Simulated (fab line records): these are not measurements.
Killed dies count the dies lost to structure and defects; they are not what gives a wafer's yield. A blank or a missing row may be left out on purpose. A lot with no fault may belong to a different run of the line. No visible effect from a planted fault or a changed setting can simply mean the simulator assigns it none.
What tool caused it? | flow berkeleyCmos170 | 14 lots with 42 wafers sampled at 4 steps, on a route of 331 steps

## WHAT THE GAUGES READ, wafer by wafer
UCB170_PVT_TW_MEAS_09.
lot  | measured     | on           | PVT_TW
L650 | day 6 23:59  | filmMetro-01 | 504 504 504
L651 | day 7 00:41  | filmMetro-04 | 511 510 511
L653 | day 7 05:40  | filmMetro-04 | 513 511 511
L652 | day 7 07:29  | filmMetro-04 | 513 511 510
L658 | day 8 15:11  | filmMetro-02 | 502 502 503
L662 | day 9 00:11  | filmMetro-01 | 501 498 501
L659 | day 9 00:28  | filmMetro-02 | 503 502 503
L661 | day 9 01:28  | filmMetro-04 | 512 513 512
L663 | day 9 16:28  | filmMetro-01 | 500 505 499
L664 | day 10 05:47 | filmMetro-02 | 504 506 506
L668 | day 10 10:40 | filmMetro-01 | 507 504 506
L671 | day 10 19:26 | filmMetro-04 | 510 508 510
L669 | day 10 19:47 | filmMetro-04 | 510 509 508
L673 | day 11 06:47 | filmMetro-01 | 505 503 505

UCB170_PSD_OVL_MEAS_07.
lot  | measured     | on         | PSD_OVL (nm)
L650 | day 8 04:17  | overlay-01 | 4 3 2
L651 | day 8 04:47  | overlay-02 | -1 -1 1
L653 | day 8 04:41  | overlay-01 | -2 3 3
L652 | day 8 04:56  | overlay-02 | 9 5 8
L658 | day 9 18:35  | overlay-01 | 18 12 9
L662 | day 10 03:30 | overlay-02 | 7 -6 3
L659 | day 10 04:41 | overlay-01 | -6 -10 -2
L661 | day 10 04:04 | overlay-01 | 6 3 5
L663 | day 10 21:00 | overlay-01 | 7 5 5
L664 | day 11 21:01 | overlay-01 | -9 -7 3
L668 | day 11 21:19 | overlay-01 | 2 14 2
L671 | day 12 06:15 | overlay-01 | 6 -1 -4
L669 | day 12 06:08 | overlay-02 | -17 -10 -2
L673 | day 12 23:27 | overlay-01 | -1 0 -7

## EACH LOT AND THE TOOL THAT RAN IT (in order: tool; ch and the chambers of the sampled wafers; start)
lot  | UCB170_PFIELD_IMPLANT_07       | UCB170_SPACER_CVD_00
L650 | implanter-01 ch 0, day 5 01:26 | pecvd-01 ch 1,2, day 7 19:45
L651 | implanter-01 ch 0, day 5 01:37 | pecvd-02 ch 0,1,2, day 7 21:00
L653 | implanter-03 ch 0, day 5 18:14 | pecvd-03 ch 0,1,2, day 7 23:06
L652 | implanter-02 ch 0, day 5 18:59 | pecvd-02 ch 0,2, day 7 23:28
L658 | implanter-02 ch 0, day 7 02:49 | pecvd-03 ch 0,2, day 9 11:44
L662 | implanter-01 ch 0, day 7 09:07 | pecvd-02 ch 0,2, day 9 19:17
L659 | implanter-03 ch 0, day 7 09:15 | pecvd-02 ch 0,2, day 9 19:49
L661 | implanter-02 ch 0, day 7 09:24 | pecvd-03 ch 1,2, day 9 19:38
L663 | implanter-01 ch 0, day 8 03:27 | pecvd-01 ch 0,1,2, day 10 13:11
L664 | implanter-03 ch 0, day 8 12:16 | pecvd-01 ch 0,1, day 11 03:58
L668 | implanter-02 ch 0, day 8 21:09 | pecvd-02 ch 1,2, day 11 04:32
L671 | implanter-03 ch 0, day 9 05:16 | pecvd-03 ch 0,1, day 11 21:17
L669 | implanter-02 ch 0, day 9 05:35 | pecvd-01 ch 0,1,2, day 11 20:41
L673 | implanter-03 ch 0, day 9 15:16 | pecvd-03 ch 0,2, day 12 13:39
- UCB170_PFIELD_IMPLANT_07
- UCB170_SPACER_CVD_00: deposits SiO2 from TEOS/O2, target thk 376 nm, time 47 s.

## WHAT THE TOOLS THEMSELVES READ (means of the sampled wafers that have a number; where no wafer has one, the mark that the record gives instead)
UCB170_PFIELD_IMPLANT_07.
lot  | tool         | beamEnergyKeV
L650 | implanter-01 | 80.014
L651 | implanter-01 | 79.974
L653 | implanter-03 | 79.993
L652 | implanter-02 | 80.002
L658 | implanter-02 | 80.002
L662 | implanter-01 | 79.997
L659 | implanter-03 | 80.013
L661 | implanter-02 | 80.032
L663 | implanter-01 | 80.019
L664 | implanter-03 | 80.013
L668 | implanter-02 | 90.454
L671 | implanter-03 | 80.000
L669 | implanter-02 | 90.433
L673 | implanter-03 | 80.000

UCB170_SPACER_CVD_00.
lot  | tool     | heaterPowerW (W)
L650 | pecvd-01 | 198
L651 | pecvd-02 | 237
L653 | pecvd-03 | 238
L652 | pecvd-02 | 232
L658 | pecvd-03 | 272
L662 | pecvd-02 | 254
L659 | pecvd-02 | 280
L661 | pecvd-03 | 208
L663 | pecvd-01 | 226
L664 | pecvd-01 | 255
L668 | pecvd-02 | 284
L671 | pecvd-03 | 294
L669 | pecvd-01 | 224
L673 | pecvd-03 | 311

## THE ANSWER, worked out from the rows above alone
Rule: the lots themselves supply what counts as usual. The widest of any qualifying gaps counts: lots, ordered by their means at a reading, are off when they make up no more than a third of the lots, leave a main group of 4 or more, and stand apart from it by 3 or more times the standard deviation of that group's means. If all means in a main group match to the digits the tables above print for the reading, that group is not used. A lot without any number at a reading at which 4 lots or more have one is off too. All remaining lots with rows at the step are treated as sound. The gauges are gone through in route order, then the tools' own readings, and for those a lot's mean is taken as printed above. The first step at which some lot is off is used, and at that step the reading that is off furthest; a lot without a number counts as furthest.
Off at UCB170_PFIELD_IMPLANT_07 (beamEnergyKeV): L668, L669. For the main group the mean is 80.005 and the standard deviation 0.014.
If a tool, at that step or one of the process steps before it, ran each lot that is off and ran no sound lot following the first of them, it fits. One fits: implanter-02 at UCB170_PFIELD_IMPLANT_07. Its last sound lot is L661 (day 7 09:24), its first lot that is off L668 (day 8 21:09): a fault that began between those two fits.
On the lots that are off, the tool's own readings at UCB170_PFIELD_IMPLANT_07 differ by more than 5 times the standard deviation of the sound lots' means, which bears it out; beamEnergyKeV reads 90.444 there versus 80.005 on the sound lots.

## WHAT WAS PUT IN BY THE SIMULATOR
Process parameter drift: implanter-02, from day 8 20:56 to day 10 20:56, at UCB170_PFIELD_IMPLANT_07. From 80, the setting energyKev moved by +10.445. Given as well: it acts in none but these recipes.
Struck lots among those shown: L668, L669. This agrees with what the rule above found.
